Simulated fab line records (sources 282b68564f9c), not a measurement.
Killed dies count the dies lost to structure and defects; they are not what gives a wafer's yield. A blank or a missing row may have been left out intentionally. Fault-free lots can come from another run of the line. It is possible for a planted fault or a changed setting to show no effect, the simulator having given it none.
Problem report in the 8D (eight disciplines) form, filled by code || flow rit-cmos || the parts of the form that need people (team, actions taken, sign-off) are left out

## 1. WHAT WENT WRONG
CONTACT_TEOS_THK at RIT_CONTACT_THK_MEAS_01 reads a mean of 324 nm on 2 wafers of 1 lot; wafers without a fault read 399 nm with a standard deviation of 5. That puts it -15 standard deviations away from the usual mean.
The first sign was on wafer L584.3 at day 7 13:56, on film-metro-02. Wafers with a number at this step in the record: 39, from 13 lots. Rule for "out" (also "out of limits"): further than 4 standard deviations from the usual mean. The rest of the wafers with a number are treated as sound.

## 2. WHAT IT IS, WHAT IT ISN'T
{"question": "which readings at this step", "is": "CONTACT_TEOS_THK", "is not": "-"}
{"question": "which lots", "is": "L584", "is not": "L565, L566, L567, L568, L570, L571, L572, L573, L575, L579, L583, L586"}
{"question": "which wafers of those lots", "is": "L584.3, L584.4", "is not": "L584.2"}
{"question": "read on which gauges", "is": "film-metro-02", "is not": "film-metro-01, film-metro-04"}
{"question": "when", "is": "from day 7 13:56", "is not": "up to then (34 sound wafers); but 3 sound wafers of L586 came after"}

## 3. WHAT RULES OUT EACH SUSPECT
Counting: a tool at a process step up to the reading stays a suspect if it ran every lot that is out. Sound lots after the first of them don't rule it out here, since some wafers of a struck lot are sound.
- the gauge at RIT_CONTACT_THK_MEAS_01: ruled out. All the wafers that are out were read on film-metro-02, but those of them that RIT_CONTACT_CVD_00 has rows for are out there too, on other tools.
- pecvd-01 at RIT_CONTACT_CVD_00 (deposits SiO2 from TEOS, target thk 400 nm, time 61 s): kept. It processed L584, the lot that is out, at day 7 13:53, and its most recent sound lot before then was L575 at day 5 21:19. Its own run-length-s readings are out on those wafers.
- Within pecvd-01 at RIT_CONTACT_CVD_00: the wafers that are out ran in chamber 2; their sound lot-mates ran in chamber 1.
Remaining after the count: pecvd-01 at RIT_CONTACT_CVD_00.

## 4. THE CAUSE (what the simulator had put in)
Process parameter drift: pecvd-01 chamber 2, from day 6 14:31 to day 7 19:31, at RIT_CONTACT_CVD_00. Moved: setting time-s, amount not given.
After counting, this tool was the only one left.

## 5. THE CHAIN OF EFFECTS, in route order
One row per reading whose mean, taken over the struck wafers that have a number, lies over 3 standard deviations from the usual. Readings are gone through only where the record gives a usual standard deviation; hours: the median, over the lots, of the time from a lot's start at the first step in this table giving one to that lot's start at this step; sigmas: the change measured in usual standard deviations.
{"hours": 0, "step": "RIT_CONTACT_CVD_00", "reading": "run-length-s", "usual": "88.9 s", "on struck wafers": 75.7, "change": -13.2, "sigmas": -24}
{"hours": 0, "step": "RIT_CONTACT_THK_MEAS_01", "reading": "CONTACT_TEOS_THK", "usual": "399 nm", "on struck wafers": 324, "change": -75, "sigmas": -15}
Its process steps:
- RIT_CONTACT_CVD_00: deposits SiO2 from TEOS, target thk 400 nm, time 61 s.
Readings that are blank on the struck wafers while sound wafers have them: rf-fwd-power-W at RIT_CONTACT_CVD_00.
Later steps that measure or inspect, where all struck wafers having a row at the step show a number for every such reading and not one has moved that far: RIT_M1_OVL_MEAS_10.

## 6. HOW IT WOULD HAVE BEEN CAUGHT EARLIER
In this record the first reading out of limits at a measuring or inspecting step was taken at day 7 13:56, 23 hours after the fault began at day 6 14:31.
Tool's own readings at RIT_CONTACT_CVD_00, run-length-s: out on all struck wafers the step has rows for; an alarm limit on them would have tripped on the first.
All the lots that are out (1) had begun RIT_CONTACT_CVD_00 on pecvd-01 by day 7 13:56. Had the tool been put on hold then, not one of them would have been saved.
